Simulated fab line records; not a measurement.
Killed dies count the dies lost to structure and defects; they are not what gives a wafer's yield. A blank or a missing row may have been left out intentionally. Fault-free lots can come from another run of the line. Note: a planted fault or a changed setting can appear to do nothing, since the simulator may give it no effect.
Comparing a struck lot with a sound one + flow berkeley_cmos170 + 15 out of 331 route steps
Sound: wafers L779.4, L779.5, L779.6. Struck: wafer L785.3. (L785.1, L785.5 of the same lot were not struck and are left out.) The cause comes at the end.
At each step with rows: each side's tool, then ch and its chambers, then its first start. Under that, the readings that differ: sound wafers + struck wafers + difference of the means + sigmas: that difference in standard deviations of wafers without a fault.
alike: same words and numbers on both sides, and readings whose means sit less than 2 such deviations apart. not compared: any withheld reading, any reading some wafer has no value for, any bound like >300 that may hide the same value, and any number with overlapping values for which the record gives no deviation.
A row with sigmas, a row that says differs or no value, or rows on one side alone: a step with any of these is where the two part. Numbers that have no deviation but don't overlap get no sigmas and don't part them. A reading missing from all wafers of one side parts the sides only when that side holds two or more wafers.

UCB170_CONTACT_STRIP_06: strips in O2.
  sound on plasma_asher-01 ch 0,1, day 9 07:44; struck on plasma_asher-01 ch 0, day 10 10:04
  alike: drypump_motor_current_A, oes_product_au, strip_time_to_endpoint_s
  not compared: rf_hours_counter_h
then, 1 step without rows for these wafers: UCB170_CONTACT_CLEAN_07 (cleans in SPM, time 600 s).
UCB170_CONTACT_RTA_08: time 10 s.
  sound on rtp_anneal-01 ch 0, day 9 08:02; struck on rtp_anneal-02 ch 0, day 10 10:20
| reading            | sound          | struck | difference | sigmas |
|--------------------|----------------|--------|------------|--------|
| lamp_power_pct (%) | 23.1 23.2 23.2 | 21.6   | -1.6       | -2     |
  alike: wafer_temp_C_max
then, 6 steps without rows for these wafers: UCB170_CONTACT_COAT_09; UCB170_CONTACT_COAT_10 (resist thk 900 nm); UCB170_CONTACT_SOFTBAKE_11 (time 60 s); UCB170_CONTACT_EXPOSE_12 (exposes mask CONT, target cd 700 nm); UCB170_CONTACT_PEB_13; UCB170_CONTACT_DEVELOP_14 (develop time 45 s).
UCB170_CONTACT_CD_MEAS_15: the cd target is 700 nm.
  sound: cd_sem-01 at day 9 09:40; struck: cd_sem-02 at day 10 11:35
| reading    | sound             | struck | difference | sigmas |
|------------|-------------------|--------|------------|--------|
| cd_nm (nm) | 701.4 701.0 700.5 | 698.3  | -2.7       | -2     |
UCB170_CONTACT_OVL_MEAS_16:
  sound: overlay-01 at day 9 09:44; struck: overlay-02 at day 10 11:43
  alike: CONTACT_OVL
UCB170_CONTACT_ETCH_17: etches BARC in N2/H2.
  sound on rie_diel-01 ch 0,2,3, day 9 09:45; struck on rie_diel-01 ch 0, day 10 11:44
  alike: drypump_motor_current_A, h2_flow_sccm, oes_product_au, throttle_valve_pct
UCB170_CONTACT_ETCH_18: etches PSG in CHF3/CF4/Ar, stops on TiSi2, target depth 840 nm, time 195 s.
  sound on rie_diel-01 ch 0,2,3, day 9 09:00; struck on rie_diel-01 ch 0, day 10 11:00
| reading                                  | sound             | struck | difference | sigmas |
|------------------------------------------|-------------------|--------|------------|--------|
| model.KrF_of_CONTACT_COAT_10.thk_nm (nm) | 689.4 684.3 689.6 | 624.1  | -63.7      |        |
  alike: drypump_motor_current_A, oes_product_au, throttle_valve_pct
  not compared: rf_hours_counter_h
UCB170_CONTACT_STRIP_19: strips in O2.
  sound on plasma_asher-03 ch 0,1, day 9 09:57; struck on plasma_asher-01 ch 1, day 10 11:55
  alike: drypump_motor_current_A, oes_product_au
  not compared: rf_hours_counter_h
UCB170_M3_PROBE_99:
  the record has rows for the struck wafers here (prober-01, day 11 06:06) and none for the sound ones

WHERE THEY PART
Last at UCB170_M3_PROBE_99 as far as this record goes, first at UCB170_CONTACT_RTA_08.

WHY: the cause the simulator had injected
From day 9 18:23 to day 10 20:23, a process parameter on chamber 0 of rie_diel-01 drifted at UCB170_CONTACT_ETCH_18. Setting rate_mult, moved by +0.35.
